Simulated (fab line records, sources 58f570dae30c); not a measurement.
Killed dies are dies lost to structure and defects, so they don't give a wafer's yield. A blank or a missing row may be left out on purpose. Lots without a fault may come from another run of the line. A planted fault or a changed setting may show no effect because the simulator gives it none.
Which tool did it? | flow berkeley_cmos170 | 14 lots, 42 wafers sampled, at 7 steps of a route of 331

WHAT THE GAUGES READ, wafer by wafer
UCB170_NWELL_TW_MEAS_16. Usual: NWELL_TW 1236, standard deviation 12.
lot  | measured    | on            | NWELL_TW       | flag
L959 | day 2 16:43 | film_metro-03 | 1254 1245 1247 |
L960 | day 2 22:01 | film_metro-04 | 1219 1219 1227 |
L962 | day 3 06:05 | film_metro-01 | 1246 1246 1242 |
L963 | day 3 06:29 | film_metro-01 | 1249 1246 1249 |
L965 | day 3 14:28 | film_metro-01 | 1246 1248 1247 |
L968 | day 4 09:50 | film_metro-04 | 1207 1218 1226 |
L970 | day 4 18:20 | film_metro-01 | 1224 1230 1226 |
L972 | day 5 04:36 | film_metro-01 | 1233 1233 1232 |
L974 | day 5 18:52 | film_metro-03 | 1251 1251 1257 |
L976 | day 6 12:02 | film_metro-01 | 1219 1223 1220 |
L978 | day 6 21:14 | film_metro-04 | 1229 1230 1237 |
L981 | day 7 06:26 | film_metro-04 | 1220 1229 1223 |
L980 | day 7 06:39 | film_metro-04 | 1228 1222 1227 |
L982 | day 7 10:37 | film_metro-03 | 1258 1253 1249 |

UCB170_PSD_CD_MEAS_06: target cd 1200 nm. Usual: cd_nm 1200.1 nm, standard deviation 1.8.
lot  | measured     | on        | cd_nm (nm)           | flag
L959 | day 8 05:50  | cd_sem-01 | 1199.8 1198.7 1199.5 |
L960 | day 8 06:09  | cd_sem-02 | 1197.9 1200.8 1200.3 |
L962 | day 8 14:57  | cd_sem-01 | 1199.5 1199.9 1200.7 |
L963 | day 8 14:38  | cd_sem-02 | 1199.4 1198.6 1200.4 |
L965 | day 9 08:10  | cd_sem-01 | 1199.1 1198.7 1197.6 |
L968 | day 10 04:24 | cd_sem-01 | 1198.8 1199.4 1201.3 |
L970 | day 10 10:01 | cd_sem-02 | 1199.9 1200.3 1200.2 |
L972 | day 10 19:11 | cd_sem-02 | 1200.5 1199.6 1198.4 |
L974 | day 11 06:52 | cd_sem-02 | 1201.7 1200.1 1201.9 |
L976 | day 11 21:40 | cd_sem-02 | 1200.3 1200.1 1201.2 |
L978 | day 12 07:29 | cd_sem-02 | 1199.4 1200.4 1201.0 |
L981 | day 12 07:05 | cd_sem-02 | 1199.8 1199.1 1199.1 |
L980 | day 12 07:36 | cd_sem-02 | 1202.1 1203.8 1203.3 |
L982 | day 12 17:17 | cd_sem-02 | 1197.9 1199.8 1199.5 |

UCB170_SDANNEAL_RS_MEAS_02: measures by four-point-probe. Usual: PSD_RS 75.48 ohm/sq, standard deviation 0.28.
lot  | measured     | on            | PSD_RS (ohm/sq)   | flag
L959 | day 8 11:10  | film_metro-03 | 75.01 75.36 75.31 |
L960 | day 8 10:57  | film_metro-02 | 75.87 76.16 75.83 |
L962 | day 8 18:47  | film_metro-03 | 65.51 65.53 65.72 | OFF
L963 | day 8 18:34  | film_metro-04 | 75.47 75.47 75.60 |
L965 | day 9 13:46  | film_metro-03 | 65.42 65.43 65.57 | OFF
L968 | day 10 07:49 | film_metro-03 | 75.15 75.24 75.08 |
L970 | day 10 13:02 | film_metro-02 | 75.66 75.83 75.65 |
L972 | day 11 01:16 | film_metro-04 | 75.46 75.51 75.35 |
L974 | day 11 10:19 | film_metro-03 | 74.85 75.25 75.48 |
L976 | day 12 04:29 | film_metro-03 | 75.67 75.57 75.44 |
L978 | day 12 10:50 | film_metro-04 | 75.76 75.71 75.68 |
L981 | day 12 10:31 | film_metro-03 | 75.48 75.82 76.01 |
L980 | day 12 10:58 | film_metro-02 | 75.52 75.14 75.39 |
L982 | day 12 21:29 | film_metro-02 | 75.65 75.31 75.64 |

UCB170_SDANNEAL_RS_MEAS_03: measures by four-point-probe. Usual: NSD_RS 37.27 ohm/sq, standard deviation 0.1.
lot  | measured     | on            | NSD_RS (ohm/sq)   | flag
L959 | day 8 11:17  | film_metro-03 | 37.33 37.31 37.37 |
L960 | day 8 11:04  | film_metro-02 | 37.31 37.34 37.24 |
L962 | day 8 18:55  | film_metro-03 | 35.55 35.49 35.58 | OFF
L963 | day 8 18:41  | film_metro-04 | 37.21 37.44 37.19 |
L965 | day 9 13:53  | film_metro-03 | 35.76 35.83 35.78 | OFF
L968 | day 10 07:56 | film_metro-03 | 37.25 37.26 37.40 |
L970 | day 10 13:09 | film_metro-02 | 37.44 37.49 37.36 |
L972 | day 11 01:23 | film_metro-04 | 37.35 37.27 37.29 |
L974 | day 11 10:26 | film_metro-03 | 37.30 37.27 37.22 |
L976 | day 12 04:37 | film_metro-03 | 37.19 37.16 37.15 |
L978 | day 12 10:57 | film_metro-04 | 37.27 37.29 37.27 |
L981 | day 12 10:38 | film_metro-03 | 37.32 37.33 37.21 |
L980 | day 12 11:05 | film_metro-02 | 37.40 37.40 37.43 |
L982 | day 12 21:37 | film_metro-02 | 37.42 37.41 37.40 |

UCB170_SDANNEAL_RS_MEAS_04: measures by four-point-probe. Usual: PLDD_RS 1030.0 ohm/sq, standard deviation 3.
lot  | measured     | on            | PLDD_RS (ohm/sq)     | flag
L959 | day 8 11:25  | film_metro-03 | 1027.8 1031.7 1031.1 |
L960 | day 8 11:11  | film_metro-02 | 1031.3 1034.0 1033.2 |
L962 | day 8 19:02  | film_metro-03 | 1012.3 1012.7 1011.4 | OFF
L963 | day 8 18:49  | film_metro-04 | 1028.0 1028.7 1030.4 |
L965 | day 9 14:01  | film_metro-03 | 1006.9 1005.7 1003.0 | OFF
L968 | day 10 08:04 | film_metro-03 | 1027.4 1027.1 1026.7 |
L970 | day 10 13:16 | film_metro-02 | 1034.6 1035.1 1031.2 |
L972 | day 11 01:30 | film_metro-04 | 1031.9 1033.8 1031.1 |
L974 | day 11 10:34 | film_metro-03 | 1034.1 1031.0 1032.7 |
L976 | day 12 04:44 | film_metro-03 | 1027.9 1025.5 1026.7 |
L978 | day 12 11:04 | film_metro-04 | 1028.1 1029.2 1026.8 |
L981 | day 12 10:45 | film_metro-03 | 1031.4 1032.0 1032.6 |
L980 | day 12 11:12 | film_metro-02 | 1033.2 1032.5 1031.0 |
L982 | day 12 21:44 | film_metro-02 | 1035.2 1036.7 1037.0 |

WHICH TOOL RAN EACH LOT (tool, then ch and the chambers of the sampled wafers, then the start)
lot  | UCB170_NSD_STRIP_09                  | UCB170_SDANNEAL_RTA_01
L959 | plasma_asher-01 ch 0,1, day 8 09:29  | rtp_anneal-02 ch 0, day 8 10:56
L960 | plasma_asher-03 ch 0,1, day 8 09:25  | rtp_anneal-01 ch 0, day 8 10:52
L962 | plasma_asher-02 ch 0,1, day 8 17:36  | rtp_anneal-01 ch 0, day 8 18:43
L963 | plasma_asher-01 ch 0,1, day 8 17:22  | rtp_anneal-02 ch 0, day 8 18:30
L965 | plasma_asher-01 ch 0,1, day 9 11:55  | rtp_anneal-01 ch 0, day 9 13:41
L968 | plasma_asher-02 ch 0,1, day 10 06:26 | rtp_anneal-02 ch 0, day 10 07:44
L970 | plasma_asher-01 ch 0,1, day 10 11:47 | rtp_anneal-02 ch 0, day 10 12:58
L972 | plasma_asher-03 ch 1, day 10 22:52   | rtp_anneal-02 ch 0, day 11 01:11
L974 | plasma_asher-02 ch 0,1, day 11 08:49 | rtp_anneal-02 ch 0, day 11 10:12
L976 | plasma_asher-03 ch 0,1, day 12 02:35 | rtp_anneal-01 ch 0, day 12 04:25
L978 | plasma_asher-03 ch 0,1, day 12 09:39 | rtp_anneal-02 ch 0, day 12 10:46
L981 | plasma_asher-01 ch 0,1, day 12 09:19 | rtp_anneal-01 ch 0, day 12 10:26
L980 | plasma_asher-01 ch 0,1, day 12 09:46 | rtp_anneal-02 ch 0, day 12 10:54
L982 | plasma_asher-01 ch 0,1, day 12 19:52 | rtp_anneal-02 ch 0, day 12 21:25
- UCB170_NSD_STRIP_09: strips in O2.
- UCB170_SDANNEAL_RTA_01: time 5 s.

WHAT THE TOOLS THEMSELVES READ (means of the sampled wafers that have a number; where no wafer has one, the mark that the record gives instead)
UCB170_NSD_STRIP_09. Usual: drypump_motor_current_A 5.9 A, standard deviation 0.34; oes_product_au 0.535 a.u., standard deviation 0.0049; strip_time_to_endpoint_s 35.83 s, standard deviation 0.068.
lot  | tool            | drypump_motor_current_A (A) | oes_product_au (a.u.) | strip_time_to_endpoint_s (s) | flag
L959 | plasma_asher-01 | 6.2                         | 0.537                 | 35.78                        |
L960 | plasma_asher-03 | 5.5                         | 0.529                 | 35.85                        |
L962 | plasma_asher-02 | 6.0                         | 0.529                 | 35.80                        |
L963 | plasma_asher-01 | 6.2                         | 0.535                 | 35.72                        |
L965 | plasma_asher-01 | 6.2                         | 0.533                 | 35.70                        |
L968 | plasma_asher-02 | 5.9                         | 0.535                 | 35.88                        |
L970 | plasma_asher-01 | 6.3                         | 0.535                 | 35.77                        |
L972 | plasma_asher-03 | 5.6                         | 0.540                 | 35.82                        |
L974 | plasma_asher-02 | 5.8                         | 0.536                 | 35.82                        |
L976 | plasma_asher-03 | 5.5                         | 0.530                 | 35.83                        |
L978 | plasma_asher-03 | 5.5                         | 0.535                 | 35.78                        |
L981 | plasma_asher-01 | 6.3                         | 0.537                 | 35.85                        |
L980 | plasma_asher-01 | 6.2                         | 0.540                 | 35.96                        |
L982 | plasma_asher-01 | 6.2                         | 0.535                 | 35.86                        |

UCB170_SDANNEAL_RTA_01. Usual: lamp_power_pct 42 %, standard deviation 4.3; wafer_temp_C_max 1055.9, standard deviation 1.8.
lot  | tool          | lamp_power_pct (%) | wafer_temp_C_max | flag
L959 | rtp_anneal-02 | 45                 | 1057.9           |
L960 | rtp_anneal-01 | 37                 | 1054.0           |
L962 | rtp_anneal-01 | 39                 | 1079.3           | OFF
L963 | rtp_anneal-02 | 45                 | 1057.6           |
L965 | rtp_anneal-01 | 39                 | 1078.6           | OFF
L968 | rtp_anneal-02 | 45                 | 1057.5           |
L970 | rtp_anneal-02 | 45                 | 1056.6           |
L972 | rtp_anneal-02 | 45                 | 1057.4           |
L974 | rtp_anneal-02 | 45                 | 1058.2           |
L976 | rtp_anneal-01 | 37                 | 1054.3           |
L978 | rtp_anneal-02 | 45                 | 1056.5           |
L981 | rtp_anneal-01 | 37                 | 1054.1           |
L980 | rtp_anneal-02 | 45                 | 1056.3           |
L982 | rtp_anneal-02 | 45                 | 1055.9           |

THE ANSWER, worked out from the rows above alone
Rule: a lot is off if the mean of its wafers that have a number lies more than 3 standard deviations from the usual mean. A lot without any number at a reading at which 4 lots or more have one is off too. The other lots that the step has rows for count as sound. The gauges are gone through in route order, then the tools' own readings, and for those a lot's mean is taken as printed above. The first step at which some lot is off is used, and at that step the reading that is off furthest; a lot without a number counts as furthest.
Off: L962, L965, at UCB170_SDANNEAL_RS_MEAS_02 (PSD_RS).
A tool fits if, at a process step before that reading, it ran every lot that is off, and no sound lot after the first of them. The gauges at UCB170_SDANNEAL_RS_MEAS_02 aren't tried: what is off there is off at UCB170_SDANNEAL_RTA_01 too, on other tools, and a gauge's error can't cause that. None of those tried fits.

WHAT THE SIMULATOR HAD PUT IN
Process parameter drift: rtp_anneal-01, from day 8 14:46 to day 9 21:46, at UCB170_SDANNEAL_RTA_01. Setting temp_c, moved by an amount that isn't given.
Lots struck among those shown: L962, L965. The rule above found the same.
